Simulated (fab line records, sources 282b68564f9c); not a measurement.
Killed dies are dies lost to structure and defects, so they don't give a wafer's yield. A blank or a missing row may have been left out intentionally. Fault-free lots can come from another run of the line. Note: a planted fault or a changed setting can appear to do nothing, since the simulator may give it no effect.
fab line records -- flow ritCmos
record: lots: 5, wafers: 15, lastDay: 7
route steps=202 shown M1@184
lots untouched by any fault: they come from a run of this same line in which no faults occurred
startH: hours from the record's opening day to when the first of the lot's shown wafers began -- waitH: hours from the lot's prior step to this one -- " the same as in the row above -- L1.1+2: a row that stands for several wafers -- - value missing, or start not given -- * or withheld: withheld -- < > ~ a bound
route shown NAME@n: a module of which the file shows steps, and the number in the route of the first -- usual: mean/standard deviation taken from wafers without a fault -- same: alike in all rows -- chamber/n: place in a boat -- sites: the reading at each site -- _std_site: the values' standard deviation -- _edge_site: the outer-site mean with the inner-site mean subtracted -- radiusMm: how far each site lies from the wafer's centre -- mask NAME#n: copy n -- behind: the last tool/chamber to shape the wafer -- hold: cause of the lot's hold/its duration in hours/its outcome -- device: the transistor (n, p or np) that didn't switch -- end of line: the tests these same wafers got at the end of their route -- step lacking rows: just its recipe -- killed: the dies lost at the first sort to structure and to defects; this is not the yield of the wafer -- map: per-die view of a wafer (x killed, . not killed, _ where there is no die)
set.NAME: the setting the step ran with; set.NAME@STEP: the setting that earlier step ran with -- model.NAME: the simulator's own value behind a step, which no gauge read
lots seen at some steps along the route; tables by step, rows by wafer
services: a tool's chamber out of use, with start hour (startH, from the record's first day; less than 0 if before it), hours out, and reason
== steps ==
step: RIT_M1_SPUTTER_00
recipe: material: Al, targetThkNm: 400, powerW: 2000, chamberPressurePa: 0.4, gas: Ar, timeS: 500, substrateTempC: 25
usual: throttleValvePct: 30.2/0.92
lot.wafer,tool,chamber,startH,waitH,throttleValvePct
L692.1,pvdSputter-01,-,69.08,0.0,29.6
L692.3,pvdSputter-01,-,69.08,0.0,29.6
L692.4,pvdSputter-01,-,69.08,0.0,30.3
L693.1,pvdSputter-02,-,75.10,0.0,29.5
L693.3,pvdSputter-02,-,75.10,0.0,30.8
L693.4,pvdSputter-02,-,75.10,0.0,29.8
L703.1,pvdSputter-01,-,122.97,0.0,30.3
L703.3,pvdSputter-01,-,122.97,0.0,29.8
L703.6,pvdSputter-01,-,122.97,0.0,30.3
L707.2,pvdSputter-01,-,142.32,0.0,32.0
L707.3,pvdSputter-01,-,142.32,0.0,29.2
L707.4,pvdSputter-01,-,142.32,0.0,30.3
L711.1,pvdSputter-01,-,159.67,0.0,29.6
L711.2,pvdSputter-01,-,159.67,0.0,29.2
L711.6,pvdSputter-01,-,159.67,0.0,31.5
step: RIT_M1_RS_MEAS_01
recipe: thkMeasGauge: four-point-probe, reads: Al_of_M1_SPUTTER_00
usual: M1_AL_RS: 0.0731/0.0007
lot.wafer,tool,chamber,startH,waitH,M1_AL_RS[ohm/sq]
L692.1,filmMetro-01,-,69.37,0.1,0.0740
L692.3,filmMetro-01,-,69.37,0.1,0.0746
L692.4,filmMetro-01,-,69.37,0.1,0.0739
L693.1,filmMetro-04,-,75.39,0.1,0.0736
L693.3,filmMetro-04,-,75.39,0.1,0.0737
L693.4,filmMetro-04,-,75.39,0.1,0.0739
L703.1,filmMetro-04,-,123.26,0.1,0.0740
L703.3,filmMetro-04,-,123.26,0.1,0.0737
L703.6,filmMetro-04,-,123.26,0.1,0.0746
L707.2,filmMetro-02,-,142.64,0.2,0.0736
L707.3,filmMetro-02,-,142.64,0.2,0.0737
L707.4,filmMetro-02,-,142.64,0.2,0.0731
L711.1,filmMetro-04,-,159.96,0.1,0.0729
L711.2,filmMetro-04,-,159.96,0.1,0.0726
L711.6,filmMetro-04,-,159.96,0.1,0.0729
step: RIT_M1_THK_MEAS_02
recipe: thkMeasGauge: xrf, reads: Al_of_M1_SPUTTER_00
usual: M1_AL_THK: 397/3.6
lot.wafer,tool,chamber,startH,waitH,M1_AL_THK[nm]
L692.1,filmMetro-01,-,69.49,0.1,395
L692.3,filmMetro-01,-,69.49,0.1,389
L692.4,filmMetro-01,-,69.49,0.1,393
L693.1,filmMetro-04,-,75.51,0.1,394
L693.3,filmMetro-04,-,75.51,0.1,392
L693.4,filmMetro-04,-,75.51,0.1,396
L703.1,filmMetro-04,-,123.38,0.1,393
L703.3,filmMetro-04,-,123.38,0.1,393
L703.6,filmMetro-04,-,123.38,0.1,390
L707.2,filmMetro-02,-,142.75,0.1,396
L707.3,filmMetro-02,-,142.75,0.1,396
L707.4,filmMetro-02,-,142.75,0.1,398
L711.1,filmMetro-04,-,160.08,0.1,399
L711.2,filmMetro-04,-,160.08,0.1,401
L711.6,filmMetro-04,-,160.08,0.1,398
step: RIT_M1_HMDS_03
recipe: primeTimeS: 60, primeTempC: 140
step: RIT_M1_COAT_04
recipe: resist: NOVOLAK, spinRpm: 2000, resistThkNm: 1300
step: RIT_M1_SOFTBAKE_05
recipe: resist: NOVOLAK, tempC: 90, timeS: 60
step: RIT_M1_EXPOSE_06
recipe: maskId: M12, na: 0.6, sourceShape: conventional, sigmaOuter: 0.5, targetCdNm: 2600, doseMj: 250
step: RIT_M1_PEB_07
recipe: resist: NOVOLAK, tempC: withheld, timeS: withheld
step: RIT_M1_DEVELOP_08
recipe: resist: NOVOLAK, developTimeS: 68, devTempC: 23.4
step: RIT_M1_CD_MEAS_09
recipe: targetCdNm: 2600
usual: cdNm: 2600.2/2
lot.wafer,tool,chamber,startH,waitH,cdNm
L692.1,cdSem-01,-,70.56,-,2598.0
L692.3,cdSem-01,-,70.56,-,2599.8
L692.4,cdSem-01,-,70.56,-,2600.2
L693.1,cdSem-01,-,76.59,-,2598.7
L693.3,cdSem-01,-,76.59,-,2600.5
L693.4,cdSem-01,-,76.59,-,2599.9
L703.1,cdSem-02,-,124.32,-,2598.2
L703.3,cdSem-02,-,124.32,-,2598.3
L703.6,cdSem-02,-,124.32,-,2600.1
L707.2,cdSem-01,-,143.70,-,2599.0
L707.3,cdSem-01,-,143.70,-,2598.4
L707.4,cdSem-01,-,143.70,-,2599.0
L711.1,cdSem-02,-,161.18,-,2599.6
L711.2,cdSem-02,-,161.18,-,2601.2
L711.6,cdSem-02,-,161.18,-,2601.3
step: RIT_M1_OVL_MEAS_10
usual: M1_OVL: 0.1/1.4
lot.wafer,tool,chamber,startH,waitH,M1_OVL[nm]
L692.1,overlay-02,-,70.68,0.1,-1.4
L692.3,overlay-02,-,70.68,0.1,-1.3
L692.4,overlay-02,-,70.68,0.1,-0.6
L693.1,overlay-01,-,76.71,0.1,-0.1
L693.3,overlay-01,-,76.71,0.1,-1.5
L693.4,overlay-01,-,76.71,0.1,0.4
L703.1,overlay-02,-,124.44,0.1,-0.4
L703.3,overlay-02,-,124.44,0.1,2.8
L703.6,overlay-02,-,124.44,0.1,1.8
L707.2,overlay-02,-,143.80,0.1,-0.4
L707.3,overlay-02,-,143.80,0.1,-1.2
L707.4,overlay-02,-,143.80,0.1,-0.5
L711.1,overlay-02,-,161.30,0.1,-0.2
L711.2,overlay-02,-,161.30,0.1,-2.4
L711.6,overlay-02,-,161.30,0.1,-1.3
step: RIT_M1_HARDBAKE_11
recipe: resist: NOVOLAK, tempC: 140, timeS: 120
step: RIT_M1_METAL_ETCH_12
recipe: stopOn: SiO2, chemistry: Cl2/BCl3, target: Al, timeS: 165, overEtchFrac: 0.5, pressureMtorr: 100, targetDepthA: 6000, rfW: 250, Cl2_flow_sccm: 60, bcl3FlowSccm: 50
usual: drypumpMotorCurrentA: 5.50/0.26, oesProductAu: 0.781/0.015, throttleValvePct: 8.16/0.11
lot.wafer,tool,chamber,startH,waitH,drypumpMotorCurrentA,oesProductAu,rfHoursCounterH,throttleValvePct,model.NOVOLAK_of_M1_COAT_04.thkNm,model.M1.featureDepthNm,model.SiO2_of_CONTACT_CVD_00.thkNm
L692.1,rieMetal-01,0,70.97,0.2,5.40,0.779,33,8.20,808.8,430.9,364.2
L692.3,rieMetal-01,0,70.97,0.2,5.39,0.781,-,8.20,806.9,428.2,367.3
L692.4,rieMetal-01,1,70.97,0.2,5.47,0.794,-,8.32,805.4,431.3,373.4
L693.1,rieMetal-03,0,77.00,0.2,5.32,0.791,4,8.09,824.9,431.5,358.2
L693.3,rieMetal-03,1,77.00,0.2,6.08,0.760,-,8.01,805.9,432,358.3
L693.4,rieMetal-03,0,77.00,0.2,5.32,0.795,-,8.08,820.8,430,367.4
L703.1,rieMetal-02,0,124.73,0.2,5.21,0.767,1,8.09,806.8,429.2,362.2
L703.3,rieMetal-02,0,124.73,0.2,5.23,0.775,-,8.10,808.2,430.7,362.5
L703.6,rieMetal-02,0,124.73,0.2,5.24,0.774,-,8.10,810.9,426.5,364
L707.2,rieMetal-03,1,144.08,0.2,6.06,0.765,5,8.01,799.9,432.9,357.1
L707.3,rieMetal-03,1,144.08,0.2,6.04,0.758,-,8.00,796.4,433.1,366
L707.4,rieMetal-03,0,144.08,0.2,5.32,0.799,-,8.09,812.5,433.9,371.6
L711.1,rieMetal-02,1,161.59,0.2,5.55,0.781,2,8.27,723.6,445.9,340.8
L711.2,rieMetal-02,0,161.59,0.2,5.21,0.784,2,8.10,705.3,447.6,342.7
L711.6,rieMetal-02,1,161.59,0.2,5.57,0.781,-,8.26,722.1,445.9,349.5
step: RIT_M1_STRIP_13
recipe: chemistry: nmp, resist: NOVOLAK, tempC: 80, timeS: 600, dry: n2Spin
step: RIT_M1_STRIP_14
recipe: chemistry: O2, timeS: 180, platenTempC: withheld, powerW: 500, pressureMtorr: 4000, o2FlowSccm: 4000
usual: drypumpMotorCurrentA: 5.7/0.66
lot.wafer,tool,chamber,startH,waitH,drypumpMotorCurrentA,rfHoursCounterH
L692.1,plasmaAsher-04,0,71.30,0.0,5.4,41
L692.3,plasmaAsher-04,0,71.30,0.0,5.4,-
L692.4,plasmaAsher-04,1,71.30,0.0,6.6,-
L693.1,plasmaAsher-01,0,77.33,0.0,4.9,30
L693.3,plasmaAsher-01,1,77.33,0.0,6.3,-
L693.4,plasmaAsher-01,0,77.33,0.0,4.9,-
L703.1,plasmaAsher-04,1,125.07,0.0,6.6,48
L703.3,plasmaAsher-04,0,125.07,0.0,5.4,-
L703.6,plasmaAsher-04,0,125.07,0.0,5.4,-
L707.2,plasmaAsher-04,1,144.42,0.0,6.6,50
L707.3,plasmaAsher-04,0,144.42,0.0,5.4,-
L707.4,plasmaAsher-04,1,144.42,0.0,6.6,-
L711.1,plasmaAsher-02,1,161.93,0.0,5.1,53
L711.2,plasmaAsher-02,0,161.93,0.0,5.4,53
L711.6,plasmaAsher-02,1,161.93,0.0,5.1,-
step: RIT_M1_CD_MEAS_90
recipe: targetCdNm: 2600
usual: cdNm: 2600.2/2.4
lot.wafer,tool,chamber,startH,waitH,cdNm
L692.1,cdSem-02,-,71.48,0.1,2597.6
L692.3,cdSem-02,-,71.48,0.1,2599.7
L692.4,cdSem-02,-,71.48,0.1,2598.7
L693.1,cdSem-01,-,77.51,0.1,2599.0
L693.3,cdSem-01,-,77.51,0.1,2600.9
L693.4,cdSem-01,-,77.51,0.1,2600.3
L703.1,cdSem-02,-,125.24,0.1,2598.3
L703.3,cdSem-02,-,125.24,0.1,2599.3
L703.6,cdSem-02,-,125.24,0.1,2600.3
L707.2,cdSem-02,-,144.61,0.1,2599.5
L707.3,cdSem-02,-,144.61,0.1,2598.5
L707.4,cdSem-02,-,144.61,0.1,2600.8
L711.1,cdSem-01,-,162.10,0.1,2591.6
L711.2,cdSem-01,-,162.10,0.1,2594.1
L711.6,cdSem-01,-,162.10,0.1,2593.3
step: RIT_M1_ANNEAL_15
recipe: tempC: 447.6, timeS: 1800, ambient: forming_gas_H2N2
step: RIT_M1_PROBE_99
usual: defectLimitedYield: 97.7/1.2, killed_at_M0_to_M3: 0.0/0.2, killedAtContacts: 0.1/0.25, killedAtFrontEnd: 6/3.1, killedDies: 6/3.1, killedOpen: 2.9/2, killedShort: 3.3/2, sort_bin_3_pad_short: 0.1/0.2, sort_bin_5_function: 1.3/0.81, sort_bin_6_memory: 0.9/0.61, sortNPass: 258/3.1, sortYieldPct: 97.7/1.2
same: grossDies: 264, killed_at_M4_up: 0, killedAtBackSide: 0, killedAtOther: 0
lot.wafer,tool,chamber,startH,waitH,defectLimitedYield[%],killed_at_M0_to_M3,killedAtContacts,killedAtFrontEnd,killedDies,killedOpen,killedShort,sort_bin_3_pad_short[%],sort_bin_5_function[%],sort_bin_6_memory[%],sortNPass,sortYieldPct[%],model.etest.antennaM1.vtShiftV
L692.1,prober-02,-,73.22,0.1,96.6,0,1,8,9,8,1,0,1.1,2.3,255,96.6,-0.01682
L692.3,prober-02,-,73.32,0.2,97.7,0,0,6,6,3,3,0,1.1,1.1,258,97.7,-0.01036
L692.4,prober-02,-,73.37,0.2,97.7,0,0,6,6,4,2,0,1.1,1.1,258,97.7,-0.01298
L693.1,prober-01,-,79.25,0.1,97.0,0,0,8,8,4,4,0,1.1,1.9,256,97.0,-0.007496
L693.3,prober-01,-,79.35,0.2,98.5,0,0,4,4,2,2,0,1.1,0.4,260,98.5,-0.009232
L693.4,prober-01,-,79.40,0.2,97.3,0,0,7,7,3,4,0.4,0.4,1.9,257,97.3,-0.00667
L703.1,prober-01,-,126.98,0.1,98.9,0,0,3,3,2,1,0,0.4,0.8,261,98.9,-0.01357
L703.3,prober-01,-,127.08,0.2,97.7,0,0,6,6,4,2,0,1.5,0.8,258,97.7,-0.01358
L703.6,prober-01,-,127.23,0.2,98.9,0,0,3,3,2,1,0,0.4,0.8,261,98.9,-0.01367
L707.2,prober-01,-,146.38,0.1,97.0,0,0,8,8,3,5,0.4,1.1,1.5,256,97.0,-0.01494
L707.3,prober-01,-,146.43,0.2,97.0,1,0,7,8,3,5,0,1.9,1.1,256,97.0,-0.01453
L707.4,prober-01,-,146.48,0.2,97.7,0,0,6,6,2,4,0.4,0.8,1.1,258,97.7,-0.009931
L711.1,prober-01,-,163.84,0.1,97.3,0,0,7,7,1,6,0,1.1,1.5,257,97.3,-0.01755
L711.2,prober-01,-,163.89,0.1,97.0,0,0,8,8,2,6,0,2.7,0.4,256,97.0,-0.02022
L711.6,prober-01,-,164.09,0.2,98.5,0,0,4,4,0,4,0,1.5,0,260,98.5,-0.01912
killed by level:class
L692.1 FOX1:geometricParticle:open=2 SILICIDE:geometricParticle:open=2 FOX2:geometricParticle:open=1 GATE:geometricParticle:open=1 GATE:geometricParticle:short=1 SPACER:geometricParticle:open=1 CONTACT:geometricParticle:open=1
L692.3 GATE:geometricParticle:short=2 FOX2:geometricParticle:open=1 GATE:geometricParticle:open=1 SILICIDE:geometricParticle:short=1 SILICIDE:geometricParticle:open=1
L692.4 FOX2:geometricParticle:open=1 GATE:geometricParticle:open=1 SPACER:geometricParticle:open=1 SPACER:geometricParticle:short=1 SILICIDE:geometricParticle:open=1 SILICIDE:geometricParticle:short=1
L693.1 FOX1:geometricParticle:short=2 FOX1:geometricParticle:open=2 GATE:geometricParticle:open=2 FOX2:geometricParticle:short=1 GATE:geometricParticle:short=1
L693.3 GATE:geometricParticle:short=2 GATE:geometricParticle:open=2
L693.4 FOX1:geometricParticle:open=2 FOX1:geometricParticle:short=2 GATE:geometricParticle:short=1 SILICIDE:geometricParticle:open=1 SILICIDE:geometricParticle:short=1
L703.1 FOX1:geometricParticle:short=1 GATE:geometricParticle:open=1 SILICIDE:geometricParticle:open=1
L703.3 SILICIDE:geometricParticle:open=2 GATE:geometricParticle:short=1 GATE:geometricParticle:open=1 REOX:geometricParticle:open=1 SILICIDE:geometricParticle:short=1
L703.6 FOX1:geometricParticle:open=1 GATE:geometricParticle:open=1 REOX:geometricParticle:short=1
L707.2 GATE:geometricParticle:open=2 REOX:geometricParticle:short=2 SPACER:geometricParticle:short=2 SILICIDE:geometricParticle:open=1 SILICIDE:geometricParticle:short=1
L707.3 FOX1:geometricParticle:short=2 REOX:geometricParticle:short=2 SILICIDE:geometricParticle:open=2 SPACER:geometricParticle:open=1 M1:geometricParticle:short=1
L707.4 FOX2:geometricParticle:open=1 GATE:geometricParticle:short=1 REOX:geometricParticle:short=1 SPACER:geometricParticle:open=1 SPACER:geometricParticle:short=1 SILICIDE:geometricParticle:short=1
L711.1 SPACER:geometricParticle:short=3 FOX2:geometricParticle:short=1 GATE:geometricParticle:short=1 GATE:geometricParticle:open=1 REOX:geometricParticle:short=1
L711.2 GATE:geometricParticle:short=4 GATE:geometricParticle:open=2 SILICIDE:geometricParticle:short=2
L711.6 REOX:geometricParticle:short=2 GATE:geometricParticle:short=1 SILICIDE:geometricParticle:short=1
== services ==
tool,chamber,startH,hours,kind
rieMetal-03,1,52.90,10.5,repair
plasmaAsher-02,-,71.80,14.6,pm
rieMetal-02,-,73.94,0.8,repair
rieMetal-02,-,82.15,1.3,repair
rieMetal-01,-,136.12,20.0,pm
rieMetal-01,0,136.12,20.0,ventCycle
rieMetal-01,1,136.12,20.0,ventCycle
rieMetal-01,0,156.12,-,clean
rieMetal-01,1,156.12,-,clean
== key ==
firstSign: step: RIT_M1_CD_MEAS_90, reading: cdNm, direction: down, sigmas: 3, usual: 2600.2, struck: 2593.0
effect none on later readings
modelEffect: step: RIT_M1_METAL_ETCH_12, value: NOVOLAK_of_M1_COAT_04.thkNm, without: 816.2, struck: 717
modelEffect: step: RIT_M1_PROBE_99, value: etest.antennaM1.vtShiftV, without: -0.01008, struck: -0.01896
metAt RIT_M1_METAL_ETCH_12
struckWafers L711.1,L711.2,L711.6
onsetBetween 124.73 161.59
alsoFits time
fault: kind: processParameterDrift, tool: rieMetal-02, chamber: -, onsetH: 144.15, steps: RIT_M1_METAL_ETCH_12, channel: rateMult, offset: 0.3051, shape: step, endH: 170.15
